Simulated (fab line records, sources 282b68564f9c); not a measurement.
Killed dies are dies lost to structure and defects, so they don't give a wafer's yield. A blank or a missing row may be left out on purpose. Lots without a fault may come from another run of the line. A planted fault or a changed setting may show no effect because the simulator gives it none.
fab line records | flow rit_cmos
record lots=5 wafers=15 last_day=6
route steps=202 shown FOX1@22 FOX2@23 NWELL@28 PWELL@39 WELLDRIVE@50 NRETRO@53 PRETRO@64
lots that met no fault: from a run of the same line without faults
start_h: hours from the record's first day to the start of the lot's first wafer shown | wait_h: hours since the lot's step before | " the same as in the row above | L1.1+2: a row that stands for several wafers | - no value, or no start given | * or withheld: withheld | < > ~ a bound
route shown NAME@n: a module of which the file shows steps, and the number in the route of the first | usual: mean/standard deviation of fault-free wafers | same: alike in all rows | chamber/n: place in a boat | sites: the reading at each site | _std_site: their standard deviation | _edge_site: outer sites' mean less inner sites' | radius_mm: how far each site lies from the wafer's centre | mask NAME#n: copy n | behind: the tool/chamber that last shaped the wafer | hold: why the lot was held/for how many hours/how that ended | device: the transistor (n, p or np) that didn't switch | end of line: the same wafers' tests at the end of the route | a step without rows: its recipe alone | killed: dies lost to structure and defects at the first sort, not the wafer's yield | map: a wafer's dies, x killed, . not, _ none there
set.NAME: the setting as run; set.NAME@STEP: as run at that earlier step | model.NAME: the simulator's own value behind a step, which no gauge read
lots at some steps of the route; a table a step, a row a wafer
services: from which hour (start_h, from the record's first day; less than 0 if before it) a tool's chamber was out of use, for how many hours, and why
## steps
# step RIT_FOX1_WET_ETCH_02
# recipe chemistry=BOE target_depth_nm=350 time_s=390 temp_c=21.5 dry=n2_spin dilution=10:1 target=SiO2
# same time_s=390
# columns lot.wafer tool chamber start_h wait_h
L078.1+2+6 wet_bench-01 2 38.43 0.1
L080.1+3+6 wet_bench-02 0 48.43 0.1
L081.1+2+4 wet_bench-02 1 53.16 0.1
L087.2+4+5 wet_bench-03 1 84.11 0.0
L091.1+2+6 wet_bench-02 3 103.47 0.1
# step RIT_FOX2_OXIDATION_00
# recipe temp_c=1100 ambient=H2O target_thk_a=3507 p_h2o_torr=720 ox_time_s=1130
# usual tube_center_temp_C_max=1102.8/0.46 zone_power_load_pct=43.8/2.5
# columns lot.wafer tool chamber start_h wait_h tube_center_temp_C_max zone_power_load_pct
L078.1 furnace-04 0 38.54 0.0 1103.0 43.6
L078.2 " 0 " " 1102.6 43.9
L078.6 " 0 " " 1103.0 43.3
L080.1 furnace-03 0 49.45 0.9 1102.2 41.5
L080.3 " 0 " " 1102.5 40.9
L080.6 " 0 " " 1102.4 40.7
L081.1 furnace-01 0 53.28 0.0 1103.0 47.3
L081.2 " 0 " " 1102.8 47.7
L081.4 " 0 " " 1103.1 46.0
L087.2 furnace-03 0 84.22 0.0 1102.9 40.8
L087.4 " 0 " " 1103.9 40.7
L087.5 " 0 " " 1102.5 41.4
L091.1 furnace-03 0 105.12 1.5 1102.9 40.9
L091.2 " 0 " " 1102.8 41.1
L091.6 " 0 " " 1102.9 41.1
# step RIT_FOX2_THK_MEAS_01
# recipe reads=SiO2_of_FOX2_OXIDATION_00
# usual FOX2_OXIDE_THK=352/6.2
# columns lot.wafer tool chamber start_h wait_h FOX2_OXIDE_THK[nm]
L078.1 film_metro-04 - 39.86 0.0 344
L078.2 " - " " 343
L078.6 " - " " 345
L080.1 film_metro-03 - 50.76 0.0 360
L080.3 " - " " 355
L080.6 " - " " 360
L081.1 film_metro-04 - 54.59 0.0 346
L081.2 " - " " 344
L081.4 " - " " 354
L087.2 film_metro-03 - 85.55 0.0 344
L087.4 " - " " 342
L087.5 " - " " 345
L091.1 film_metro-01 - 106.43 0.0 355
L091.2 " - " " 352
L091.6 " - " " 351
# step RIT_FOX2_CLEAN_02
# recipe chemistry=dHF dilution=50:1 time_s=180
# same time_s=180
# columns lot.wafer tool chamber start_h wait_h
L078.1+2+6 wet_bench-03 3 39.92 0.1
L080.1+3+6 wet_bench-03 3 50.82 0.1
L081.1+2+4 wet_bench-03 3 54.65 0.1
L087.2+4+5 wet_bench-02 1 85.60 0.0
L091.1+2+6 wet_bench-04 2 106.49 0.1
# step RIT_FOX2_WET_ETCH_03
# recipe chemistry=H3PO4 target=Si3N4 target_depth_nm=195 temp_c=165 time_s=2801
# same time_s=2801
# columns lot.wafer tool chamber start_h wait_h
L078.1+2+6 wet_bench-03 1 39.98 0.0
L080.1+3+6 wet_bench-03 3 50.88 0.0
L081.1+2+4 wet_bench-04 3 54.71 0.0
L087.2+4+5 wet_bench-04 2 85.66 0.0
L091.1+2+6 wet_bench-02 1 106.55 0.0
# step RIT_FOX2_THK_MEAS_90
# recipe reads=SiO2_of_FOX2_OXIDATION_00
# usual FIELD_OXIDE_LEFT_1_THK=325/6.2
# columns lot.wafer tool chamber start_h wait_h FIELD_OXIDE_LEFT_1_THK[nm]
L078.1 film_metro-04 - 40.73 0.0 316
L078.2 " - " " 315
L078.6 " - " " 317
L080.1 film_metro-04 - 51.64 0.0 332
L080.3 " - " " 327
L080.6 " - " " 333
L081.1 film_metro-01 - 55.62 0.0 318
L081.2 " - " " 317
L081.4 " - " " 326
L087.2 film_metro-01 - 86.43 0.0 317
L087.4 " - " " 315
L087.5 " - " " 318
L091.1 film_metro-03 - 107.31 0.0 327
L091.2 " - " " 324
L091.6 " - " " 323
# step RIT_NWELL_HMDS_00
# recipe prime_time_s=60 prime_temp_c=140
# columns lot.wafer tool chamber start_h wait_h
L078.1+2+6 litho_track-02 0 40.90 0.2
L080.1+3+6 litho_track-04 0 51.70 0.1
L081.1+2+4 litho_track-04 0 55.68 0.1
L087.2+4+5 litho_track-02 0 86.51 0.1
L091.1+2+6 litho_track-02 0 107.37 0.1
# step RIT_NWELL_COAT_01
# recipe resist=NOVOLAK spin_rpm=2000 resist_thk_nm=1300
# columns lot.wafer tool chamber start_h wait_h
L078.1+2+6 litho_track-02 0 41.05 0.1
L080.1+3+6 litho_track-04 0 51.85 0.1
L081.1+2+4 litho_track-04 0 55.83 0.1
L087.2+4+5 litho_track-02 0 86.66 0.1
L091.1+2+6 litho_track-02 0 107.52 0.1
# step RIT_NWELL_SOFTBAKE_02
# recipe resist=NOVOLAK temp_c=90 time_s=60
# same time_s=60
# columns lot.wafer tool chamber start_h wait_h
L078.1+2+6 litho_track-02 0 41.20 0.1
L080.1+3+6 litho_track-04 0 52.00 0.1
L081.1+2+4 litho_track-04 0 55.98 0.1
L087.2+4+5 litho_track-02 0 86.81 0.1
L091.1+2+6 litho_track-02 0 107.67 0.1
# step RIT_NWELL_EXPOSE_03
# recipe mask_id=M2 na=0.57 target_cd_nm=43900 dose_mj=250
# columns lot.wafer tool chamber start_h wait_h mask
L078.1+2+6 iline_stepper-02 0 41.47 0.2 M2#0
L080.1+3+6 iline_stepper-01 0 52.27 0.2 M2#0
L081.1+2+4 iline_stepper-02 0 56.25 0.2 M2#0
L087.2+4+5 iline_stepper-02 0 87.07 0.2 M2#0
L091.1+2+6 iline_stepper-01 0 107.94 0.2 M2#0
# step RIT_NWELL_PEB_04
# recipe resist=NOVOLAK temp_c=withheld time_s=withheld
# columns lot.wafer tool chamber start_h wait_h
L078.1+2+6 litho_track-04 0 41.59 0.1
L080.1+3+6 litho_track-03 0 52.42 0.1
L081.1+2+4 litho_track-03 0 56.37 0.1
L087.2+4+5 litho_track-03 0 87.36 0.3
L091.1+2+6 litho_track-02 0 108.06 0.1
# step RIT_NWELL_DEVELOP_05
# recipe resist=NOVOLAK develop_time_s=68 dev_temp_c=23
# columns lot.wafer tool chamber start_h wait_h
L078.1+2+6 litho_track-04 0 - -
L080.1+3+6 litho_track-03 0 - -
L081.1+2+4 litho_track-03 0 - -
L087.2+4+5 litho_track-03 0 - -
L091.1+2+6 litho_track-02 0 - -
# step RIT_NWELL_OVL_MEAS_06
# usual NWELL_OVL=0.4/1.5
# columns lot.wafer tool chamber start_h wait_h NWELL_OVL[nm]
L078.1 overlay-01 - 41.90 - 2.1
L078.2 " - " " 1.5
L078.6 " - " " 1.7
L080.1 overlay-01 - 52.73 - 0.9
L080.3 " - " " -0.6
L080.6 " - " " 0.4
L081.1 overlay-02 - 56.68 - 1.0
L081.2 " - " " 0.3
L081.4 " - " " 1.1
L087.2 overlay-01 - 87.65 - 1.1
L087.4 " - " " -0.5
L087.5 " - " " -0.2
L091.1 overlay-02 - 108.37 - 0.3
L091.2 " - " " -2.4
L091.6 " - " " -0.5
# step RIT_NWELL_HARDBAKE_07
# recipe resist=NOVOLAK temp_c=140 time_s=120
# same time_s=120
# columns lot.wafer tool chamber start_h wait_h
L078.1+2+6 litho_track-04 0 41.94 0.0
L080.1+3+6 litho_track-02 0 52.77 0.0
L081.1+2+4 litho_track-03 0 56.72 0.0
L087.2+4+5 litho_track-03 0 87.72 0.1
L091.1+2+6 litho_track-04 0 108.41 0.0
# step RIT_NWELL_IMPLANT_08
# recipe species=P energy_kev=170 dose_cm2=5e+13 tilt_deg=7
# columns lot.wafer tool chamber start_h wait_h
L078.1+2+6 implanter-01 0 42.19 0.2
L080.1+3+6 implanter-04 0 53.02 0.2
L081.1+2+4 implanter-04 0 56.97 0.2
L087.2+4+5 implanter-04 0 87.96 0.2
L091.1+2+6 implanter-01 0 108.66 0.2
# step RIT_NWELL_STRIP_09
# recipe chemistry=O2 time_s=180 resist=NOVOLAK platen_temp_c=withheld power_w=500 pressure_mtorr=4000 o2_flow_sccm=4000
# usual drypump_motor_current_A=5.73/0.29 o2_flow_sccm=3999/11
# same time_s=180
# columns lot.wafer tool chamber start_h wait_h drypump_motor_current_A o2_flow_sccm rf_hours_counter_h
L078.1 plasma_asher-01 0 42.34 0.1 6.24 4007 40
L078.2 " 1 " " 5.50 4001 40
L078.6 " 0 " " 6.23 3998 -
L080.1 plasma_asher-04 0 53.17 0.1 5.37 4018 40
L080.3 " 0 " " 5.39 4009 -
L080.6 " 1 " " 5.55 3993 -
L081.1 plasma_asher-04 0 57.12 0.1 5.42 3980 40
L081.2 " 1 " " 5.60 4010 40
L081.4 " 1 " " 5.57 4009 -
L087.2 plasma_asher-04 1 88.08 0.1 5.57 3997 44
L087.4 " 1 " " 5.56 4015 -
L087.5 " 0 " " 5.39 4004 -
L091.1 plasma_asher-01 1 108.81 0.1 5.51 3995 47
L091.2 " 0 " " 6.21 4019 47
L091.6 " 0 " " 6.21 4015 -
# step RIT_NWELL_TW_MEAS_10
# usual NWELL_TW=2148/14
# columns lot.wafer tool chamber start_h wait_h NWELL_TW
L078.1 film_metro-02 - 42.52 0.1 2122
L078.2 " - " " 2117
L078.6 " - " " 2118
L080.1 film_metro-03 - 53.34 0.1 2138
L080.3 " - " " 2149
L080.6 " - " " 2145
L081.1 film_metro-04 - 57.29 0.1 2137
L081.2 " - " " 2139
L081.4 " - " " 2154
L087.2 film_metro-04 - 88.27 0.1 2160
L087.4 " - " " 2145
L087.5 " - " " 2155
L091.1 film_metro-04 - 108.98 0.1 2169
L091.2 " - " " 2168
L091.6 " - " " 2162
# step RIT_PWELL_HMDS_00
# recipe prime_time_s=60 prime_temp_c=140
# columns lot.wafer tool chamber start_h wait_h
L078.1+2+6 litho_track-01 0 42.58 0.1
L080.1+3+6 litho_track-02 0 53.40 0.1
L081.1+2+4 litho_track-02 0 57.35 0.1
L087.2+4+5 litho_track-03 0 88.34 0.1
L091.1+2+6 litho_track-03 0 109.04 0.1
# step RIT_PWELL_COAT_01
# recipe resist=NOVOLAK spin_rpm=2000 resist_thk_nm=1300
# columns lot.wafer tool chamber start_h wait_h
L078.1+2+6 litho_track-01 0 42.73 0.1
L080.1+3+6 litho_track-02 0 53.55 0.1
L081.1+2+4 litho_track-02 0 57.50 0.1
L087.2+4+5 litho_track-03 0 88.49 0.1
L091.1+2+6 litho_track-03 0 109.19 0.1
# step RIT_PWELL_SOFTBAKE_02
# recipe resist=NOVOLAK temp_c=90 time_s=62.36
# usual plate_sensor_t_centre_C=90.969/0.0095 plate_sensor_t_edge_C=91.020/0.01
# same time_s=62.36
# columns lot.wafer tool chamber start_h wait_h plate_sensor_t_centre_C plate_sensor_t_edge_C
L078.1 litho_track-01 0 42.88 0.1 90.968 91.008
L078.2 " 0 " " 90.956 91.014
L078.6 " 0 " " 90.984 91.029
L080.1 litho_track-02 0 53.70 0.1 90.978 91.035
L080.3 " 0 " " 90.967 91.002
L080.6 " 0 " " 90.977 91.020
L081.1 litho_track-02 0 57.65 0.1 90.978 91.026
L081.2 " 0 " " 90.982 91.012
L081.4 " 0 " " 90.950 91.010
L087.2 litho_track-03 0 88.64 0.1 90.970 91.022
L087.4 " 0 " " 90.960 91.005
L087.5 " 0 " " 90.963 91.018
L091.1 litho_track-03 0 109.34 0.1 90.951 91.015
L091.2 " 0 " " 90.964 91.018
L091.6 " 0 " " 90.960 91.009
# step RIT_PWELL_EXPOSE_03
# recipe mask_id=M3 na=0.57 target_cd_nm=43700 dose_mj=250
# columns lot.wafer tool chamber start_h wait_h mask
L078.1+2+6 iline_stepper-02 0 43.15 0.2 M3#0
L080.1+3+6 iline_stepper-02 0 53.85 0.1 M3#0
L081.1+2+4 iline_stepper-01 0 57.93 0.2 M3#0
L087.2+4+5 iline_stepper-02 0 88.79 0.1 M3#0
L091.1+2+6 iline_stepper-01 0 109.49 0.1 M3#0
# step RIT_PWELL_PEB_04
# recipe resist=NOVOLAK temp_c=withheld time_s=withheld
# columns lot.wafer tool chamber start_h wait_h
L078.1+2+6 litho_track-03 0 43.27 0.1
L080.1+3+6 litho_track-03 0 53.97 0.1
L081.1+2+4 litho_track-01 0 58.04 0.1
L087.2+4+5 litho_track-03 0 88.91 0.1
L091.1+2+6 litho_track-01 0 109.61 0.1
# step RIT_PWELL_DEVELOP_05
# recipe resist=NOVOLAK develop_time_s=68 dev_temp_c=23
# columns lot.wafer tool chamber start_h wait_h
L078.1+2+6 litho_track-03 0 - -
L080.1+3+6 litho_track-03 0 - -
L081.1+2+4 litho_track-01 0 - -
L087.2+4+5 litho_track-03 0 - -
L091.1+2+6 litho_track-01 0 - -
# step RIT_PWELL_OVL_MEAS_06
# usual PWELL_OVL=-0.9/1.6
# columns lot.wafer tool chamber start_h wait_h PWELL_OVL[nm]
L078.1 overlay-02 - 43.58 - -2.4
L078.2 " - " " -2.1
L078.6 " - " " -1.3
L080.1 overlay-01 - 54.28 - -0.3
L080.3 " - " " 0.4
L080.6 " - " " -0.4
L081.1 overlay-02 - 58.36 - 0.8
L081.2 " - " " -1.1
L081.4 " - " " -1.2
L087.2 overlay-02 - 89.20 - -1.7
L087.4 " - " " -2.7
L087.5 " - " " -2.3
L091.1 overlay-02 - 109.92 - -2.4
L091.2 " - " " -1.3
L091.6 " - " " 0.3
# step RIT_PWELL_HARDBAKE_07
# recipe resist=NOVOLAK temp_c=140 time_s=120
# same time_s=120
# columns lot.wafer tool chamber start_h wait_h
L078.1+2+6 litho_track-03 0 43.62 0.0
L080.1+3+6 litho_track-01 0 54.32 0.0
L081.1+2+4 litho_track-03 0 58.39 0.0
L087.2+4+5 litho_track-03 0 89.27 0.1
L091.1+2+6 litho_track-01 0 109.96 0.0
# step RIT_PWELL_IMPLANT_08
# recipe species=B energy_kev=170 dose_cm2=7e+13 tilt_deg=7
# columns lot.wafer tool chamber start_h wait_h
L078.1+2+6 implanter-02 0 43.87 0.2
L080.1+3+6 implanter-02 0 54.57 0.2
L081.1+2+4 implanter-02 0 58.64 0.2
L087.2+4+5 implanter-03 0 89.51 0.2
L091.1+2+6 implanter-04 0 110.21 0.2
# step RIT_PWELL_STRIP_09
# recipe chemistry=O2 time_s=180 resist=NOVOLAK platen_temp_c=withheld power_w=500 pressure_mtorr=4000 o2_flow_sccm=4000
# usual drypump_motor_current_A=5.82/0.26 o2_flow_sccm=3999/13
# same time_s=180
# columns lot.wafer tool chamber start_h wait_h drypump_motor_current_A o2_flow_sccm rf_hours_counter_h
L078.1 plasma_asher-02 1 44.02 0.1 6.14 3990 40
L078.2 " 0 " " 5.85 4022 40
L078.6 " 1 " " 6.11 4001 -
L080.1 plasma_asher-02 1 54.72 0.1 6.17 3996 41
L080.3 " 1 " " 6.16 4000 -
L080.6 " 1 " " 6.14 3979 -
L081.1 plasma_asher-03 1 58.79 0.1 5.82 3997 26
L081.2 " 0 " " 6.04 4006 26
L081.4 " 1 " " 5.81 4012 -
L087.2 plasma_asher-03 1 89.63 0.1 5.82 3993 30
L087.4 " 1 " " 5.82 3974 -
L087.5 " 1 " " 5.81 3996 -
L091.1 plasma_asher-02 0 110.43 0.2 5.83 3988 47
L091.2 " 1 " " 6.15 3983 47
L091.6 " 1 " " 6.16 3990 -
# step RIT_PWELL_TW_MEAS_10
# usual PWELL_TW=952/8.9
# columns lot.wafer tool chamber start_h wait_h PWELL_TW
L078.1 film_metro-04 - 44.19 0.1 957
L078.2 " - " " 966
L078.6 " - " " 953
L080.1 film_metro-02 - 54.89 0.1 934
L080.3 " - " " 932
L080.6 " - " " 931
L081.1 film_metro-03 - 58.97 0.1 954
L081.2 " - " " 955
L081.4 " - " " 953
L087.2 film_metro-03 - 89.82 0.1 956
L087.4 " - " " 956
L087.5 " - " " 958
L091.1 film_metro-04 - 110.60 0.1 960
L091.2 " - " " 963
L091.6 " - " " 959
# step RIT_WELLDRIVE_ANNEAL_00
# recipe temp_c=1100 time_s=14700 ambient=N2
# usual tube_center_temp_C_max=1102.8/0.48 zone_power_load_pct=43.2/2.4
# same time_s=14700
# columns lot.wafer tool chamber start_h wait_h tube_center_temp_C_max zone_power_load_pct
L078.1 furnace-01 0 44.25 0.1 1102.9 46.7
L078.2 " 0 " " 1103.3 47.1
L078.6 " 0 " " 1102.6 46.8
L080.1 furnace-01 0 55.67 0.8 1102.9 46.5
L080.3 " 0 " " 1102.6 47.0
L080.6 " 0 " " 1103.7 46.5
L081.1 furnace-03 0 59.03 0.1 1103.0 40.3
L081.2 " 0 " " 1102.9 40.9
L081.4 " 0 " " 1102.8 40.7
L087.2 furnace-03 0 89.87 0.0 1102.3 41.0
L087.4 " 0 " " 1103.1 40.2
L087.5 " 0 " " 1102.5 41.7
L091.1 furnace-01 0 110.66 0.1 1102.3 46.5
L091.2 " 0 " " 1102.7 47.2
L091.6 " 0 " " 1103.0 47.7
# step RIT_WELLDRIVE_RS_MEAS_01
# recipe thk_meas_gauge=four-point-probe
# usual NWELL_RS=275.6/0.67
# columns lot.wafer tool chamber start_h wait_h NWELL_RS[ohm/sq]
L078.1 film_metro-02 - 49.33 0.0 275.1
L078.2 " - " " 275.0
L078.6 " - " " 275.1
L080.1 film_metro-03 - 60.75 0.0 275.2
L080.3 " - " " 275.2
L080.6 " - " " 273.9
L081.1 film_metro-04 - 64.11 0.0 275.9
L081.2 " - " " 276.2
L081.4 " - " " 275.9
L087.2 film_metro-04 - 94.97 0.0 275.1
L087.4 " - " " 275.4
L087.5 " - " " 275.7
L091.1 film_metro-04 - 115.75 0.0 276.2
L091.2 " - " " 277.0
L091.6 " - " " 275.9
# step RIT_WELLDRIVE_RS_MEAS_02
# recipe thk_meas_gauge=four-point-probe
# usual PWELL_RS=429.9/1.3
# columns lot.wafer tool chamber start_h wait_h PWELL_RS[ohm/sq]
L078.1 film_metro-02 - 49.45 0.1 428.2
L078.2 " - " " 428.0
L078.6 " - " " 428.5
L080.1 film_metro-03 - 60.87 0.1 430.9
L080.3 " - " " 429.6
L080.6 " - " " 429.8
L081.1 film_metro-04 - 64.23 0.1 427.9
L081.2 " - " " 429.0
L081.4 " - " " 429.7
L087.2 film_metro-04 - 95.09 0.1 430.4
L087.4 " - " " 428.9
L087.5 " - " " 429.0
L091.1 film_metro-04 - 115.87 0.1 431.8
L091.2 " - " " 431.9
L091.6 " - " " 431.5
# step RIT_NRETRO_HMDS_00
# recipe prime_time_s=60 prime_temp_c=140
# columns lot.wafer tool chamber start_h wait_h
L078.1+2+6 litho_track-04 0 49.57 0.1
L080.1+3+6 litho_track-01 0 60.99 0.1
L081.1+2+4 litho_track-01 0 64.35 0.1
L087.2+4+5 litho_track-02 0 95.22 0.1
L091.1+2+6 litho_track-02 0 115.99 0.1
# step RIT_NRETRO_COAT_01
# recipe resist=NOVOLAK spin_rpm=2000 resist_thk_nm=1300
# columns lot.wafer tool chamber start_h wait_h
L078.1+2+6 litho_track-04 0 49.72 0.1
L080.1+3+6 litho_track-01 0 61.14 0.1
L081.1+2+4 litho_track-01 0 64.50 0.1
L087.2+4+5 litho_track-02 0 95.37 0.1
L091.1+2+6 litho_track-02 0 116.14 0.1
# step RIT_NRETRO_SOFTBAKE_02
# recipe resist=NOVOLAK temp_c=89.01 time_s=60
# same time_s=60
# columns lot.wafer tool chamber start_h wait_h
L078.1+2+6 litho_track-04 0 49.87 0.1
L080.1+3+6 litho_track-01 0 61.29 0.1
L081.1+2+4 litho_track-01 0 64.65 0.1
L087.2+4+5 litho_track-02 0 95.52 0.1
L091.1+2+6 litho_track-02 0 116.29 0.1
# step RIT_NRETRO_EXPOSE_03
# recipe mask_id=M4 na=0.57 target_cd_nm=43900 dose_mj=250
# columns lot.wafer tool chamber start_h wait_h mask
L078.1+2+6 iline_stepper-02 0 50.02 0.1 M4#0
L080.1+3+6 iline_stepper-01 0 61.56 0.2 M4#0
L081.1+2+4 iline_stepper-02 0 64.93 0.2 M4#0
L087.2+4+5 iline_stepper-01 0 95.78 0.2 M4#0
L091.1+2+6 iline_stepper-01 0 116.44 0.1 M4#0
# step RIT_NRETRO_PEB_04
# recipe resist=NOVOLAK temp_c=withheld time_s=withheld
# columns lot.wafer tool chamber start_h wait_h
L078.1+2+6 litho_track-04 0 50.14 0.1
L080.1+3+6 litho_track-02 0 61.68 0.1
L081.1+2+4 litho_track-01 0 65.04 0.1
L087.2+4+5 litho_track-02 0 95.91 0.1
L091.1+2+6 litho_track-01 0 116.55 0.1
# step RIT_NRETRO_DEVELOP_05
# recipe resist=NOVOLAK develop_time_s=68 dev_temp_c=23
# columns lot.wafer tool chamber start_h wait_h
L078.1+2+6 litho_track-04 0 - -
L080.1+3+6 litho_track-02 0 - -
L081.1+2+4 litho_track-01 0 - -
L087.2+4+5 litho_track-02 0 - -
L091.1+2+6 litho_track-01 0 - -
# step RIT_NRETRO_OVL_MEAS_06
# usual NRETRO_OVL=-0.3/1.5
# columns lot.wafer tool chamber start_h wait_h NRETRO_OVL[nm]
L078.1 overlay-02 - 50.45 - -0.6
L078.2 " - " " -2.6
L078.6 " - " " -0.1
L080.1 overlay-01 - 61.99 - 1.7
L080.3 " - " " 0.3
L080.6 " - " " 1.5
L081.1 overlay-02 - 65.36 - 0.3
L081.2 " - " " 0.4
L081.4 " - " " 0.5
L087.2 overlay-01 - 96.20 - 0.2
L087.4 " - " " 0.1
L087.5 " - " " -0.4
L091.1 overlay-01 - 116.87 - 0.3
L091.2 " - " " 2.1
L091.6 " - " " 2.6
# step RIT_NRETRO_HARDBAKE_07
# recipe resist=NOVOLAK temp_c=140 time_s=120
# same time_s=120
# columns lot.wafer tool chamber start_h wait_h
L078.1+2+6 litho_track-01 0 50.49 0.0
L080.1+3+6 litho_track-02 0 62.03 0.0
L081.1+2+4 litho_track-01 0 65.39 0.0
L087.2+4+5 litho_track-02 0 96.27 0.1
L091.1+2+6 litho_track-04 0 116.90 0.0
# step RIT_NRETRO_IMPLANT_08
# recipe species=P energy_kev=70 dose_cm2=1e+13 tilt_deg=7
# columns lot.wafer tool chamber start_h wait_h
L078.1+2+6 implanter-01 0 50.74 0.2
L080.1+3+6 implanter-04 0 62.28 0.2
L081.1+2+4 implanter-01 0 65.64 0.2
L087.2+4+5 implanter-04 0 96.51 0.2
L091.1+2+6 implanter-03 0 117.15 0.2
# step RIT_NRETRO_STRIP_09
# recipe chemistry=O2 time_s=180 resist=NOVOLAK platen_temp_c=withheld power_w=500 pressure_mtorr=4000 o2_flow_sccm=4000
# usual drypump_motor_current_A=5.94/0.24 o2_flow_sccm=4001/12
# same time_s=180
# columns lot.wafer tool chamber start_h wait_h drypump_motor_current_A o2_flow_sccm rf_hours_counter_h
L078.1 plasma_asher-03 0 50.89 0.1 6.04 3983 26
L078.2 " 1 " " 5.81 3995 26
L078.6 " 1 " " 5.81 4014 -
L080.1 plasma_asher-02 0 62.43 0.1 5.84 4009 42
L080.3 " 1 " " 6.14 4022 -
L080.6 " 0 " " 5.83 3995 -
L081.1 plasma_asher-03 1 65.79 0.1 5.82 4007 27
L081.2 " 0 " " 6.06 4002 27
L081.4 " 0 " " 6.02 3983 -
L087.2 plasma_asher-03 1 96.63 0.1 5.80 3978 30
L087.4 " 0 " " 6.06 4010 -
L087.5 " 0 " " 6.06 4015 -
L091.1 plasma_asher-01 0 117.30 0.1 6.24 3997 48
L091.2 " 1 " " 5.54 4002 48
L091.6 " 1 " " 5.54 4001 -
# step RIT_NRETRO_TW_MEAS_10
# usual NRETRO_TW=1040/10
# columns lot.wafer tool chamber start_h wait_h NRETRO_TW
L078.1 film_metro-01 - 51.07 0.1 1027
L078.2 " - " " 1023
L078.6 " - " " 1028
L080.1 film_metro-01 - 62.60 0.1 1022
L080.3 " - " " 1029
L080.6 " - " " 1023
L081.1 film_metro-03 - 65.97 0.1 1049
L081.2 " - " " 1048
L081.4 " - " " 1052
L087.2 film_metro-02 - 96.82 0.1 1039
L087.4 " - " " 1040
L087.5 " - " " 1044
L091.1 film_metro-03 - 117.48 0.1 1048
L091.2 " - " " 1054
L091.6 " - " " 1049
# step RIT_PRETRO_HMDS_00
# recipe prime_time_s=60 prime_temp_c=140
# columns lot.wafer tool chamber start_h wait_h
L078.1+2+6 litho_track-03 0 51.13 0.1
L080.1+3+6 litho_track-04 0 62.66 0.1
L081.1+2+4 litho_track-04 0 66.03 0.1
L087.2+4+5 litho_track-03 0 96.89 0.1
L091.1+2+6 litho_track-03 0 117.54 0.1
# step RIT_PRETRO_COAT_01
# recipe resist=NOVOLAK spin_rpm=2000 resist_thk_nm=1300
# columns lot.wafer tool chamber start_h wait_h
L078.1+2+6 litho_track-03 0 51.28 0.1
L080.1+3+6 litho_track-04 0 62.81 0.1
L081.1+2+4 litho_track-04 0 66.18 0.1
L087.2+4+5 litho_track-03 0 97.04 0.1
L091.1+2+6 litho_track-03 0 117.69 0.1
# step RIT_PRETRO_SOFTBAKE_02
# recipe resist=NOVOLAK temp_c=90 time_s=60
# same time_s=60
# columns lot.wafer tool chamber start_h wait_h
L078.1+2+6 litho_track-03 0 51.43 0.1
L080.1+3+6 litho_track-04 0 62.96 0.1
L081.1+2+4 litho_track-04 0 66.33 0.1
L087.2+4+5 litho_track-03 0 97.19 0.1
L091.1+2+6 litho_track-03 0 117.84 0.1
# step RIT_PRETRO_EXPOSE_03
# recipe mask_id=M5 na=0.57 target_cd_nm=43700 dose_mj=250
# columns lot.wafer tool chamber start_h wait_h mask
L078.1+2+6 iline_stepper-01 0 51.70 0.2 M5#0
L080.1+3+6 iline_stepper-01 0 63.24 0.2 M5#0
L081.1+2+4 iline_stepper-02 0 66.60 0.2 M5#0
L087.2+4+5 iline_stepper-01 0 97.46 0.2 M5#0
L091.1+2+6 iline_stepper-02 0 118.11 0.2 M5#0
# step RIT_PRETRO_PEB_04
# recipe resist=NOVOLAK temp_c=withheld time_s=withheld
# columns lot.wafer tool chamber start_h wait_h
L078.1+2+6 litho_track-03 0 51.82 0.1
L080.1+3+6 litho_track-03 0 63.36 0.1
L081.1+2+4 litho_track-01 0 66.72 0.1
L087.2+4+5 litho_track-01 0 97.58 0.1
L091.1+2+6 litho_track-03 0 118.23 0.1
# step RIT_PRETRO_DEVELOP_05
# recipe resist=NOVOLAK develop_time_s=68 dev_temp_c=23
# columns lot.wafer tool chamber start_h wait_h
L078.1+2+6 litho_track-03 0 - -
L080.1+3+6 litho_track-03 0 - -
L081.1+2+4 litho_track-01 0 - -
L087.2+4+5 litho_track-01 0 - -
L091.1+2+6 litho_track-03 0 - -
# step RIT_PRETRO_OVL_MEAS_06
# usual PRETRO_OVL=-0.1/1.4
# columns lot.wafer tool chamber start_h wait_h PRETRO_OVL[nm]
L078.1 overlay-01 - 52.13 - -0.3
L078.2 " - " " 0.5
L078.6 " - " " -1.4
L080.1 overlay-02 - 63.67 - 0.4
L080.3 " - " " -1.6
L080.6 " - " " 0.3
L081.1 overlay-01 - 67.03 - -1.6
L081.2 " - " " 0.0
L081.4 " - " " -0.3
L087.2 overlay-01 - 97.88 - -0.9
L087.4 " - " " 0.1
L087.5 " - " " 1.5
L091.1 overlay-02 - 118.54 - 1.5
L091.2 " - " " 1.4
L091.6 " - " " -0.2
# step RIT_PRETRO_HARDBAKE_07
# recipe resist=NOVOLAK temp_c=140 time_s=120
# same time_s=120
# columns lot.wafer tool chamber start_h wait_h
L078.1+2+6 litho_track-03 0 52.17 0.0
L080.1+3+6 litho_track-03 0 63.71 0.0
L081.1+2+4 litho_track-04 0 67.07 0.0
L087.2+4+5 litho_track-01 0 97.95 0.1
L091.1+2+6 litho_track-03 0 118.58 0.0
# step RIT_PRETRO_IMPLANT_08
# recipe species=B energy_kev=45 dose_cm2=1.2e+13 tilt_deg=7
# columns lot.wafer tool chamber start_h wait_h
L078.1+2+6 implanter-01 0 52.42 0.2
L080.1+3+6 implanter-01 0 63.96 0.2
L081.1+2+4 implanter-03 0 67.32 0.2
L087.2+4+5 implanter-02 0 98.18 0.2
L091.1+2+6 implanter-03 0 118.83 0.2
## services
# columns tool chamber start_h hours kind
iline_stepper-02 0 19.66 - calibration
plasma_asher-03 - 24.30 2.2 repair
implanter-01 - 36.80 3.0 repair
implanter-04 - 44.46 2.6 repair
implanter-02 - 49.55 4.1 pm
wet_bench-02 - 49.74 1.7 repair
furnace-03 - 69.77 2.6 pm
furnace-03 - 72.37 4.9 pm
plasma_asher-02 - 79.75 1.5 repair
plasma_asher-03 - 80.05 2.8 pm
iline_stepper-01 0 81.80 - calibration
plasma_asher-01 - 86.60 2.0 repair
implanter-01 - 87.16 1.8 repair
implanter-01 - 96.89 0.7 repair
plasma_asher-04 - 108.75 9.0 pm
plasma_asher-04 0 108.75 9.0 vent_cycle
plasma_asher-04 1 108.75 9.0 vent_cycle
plasma_asher-04 0 117.75 - clean
plasma_asher-04 1 117.75 - clean
## key
fault none
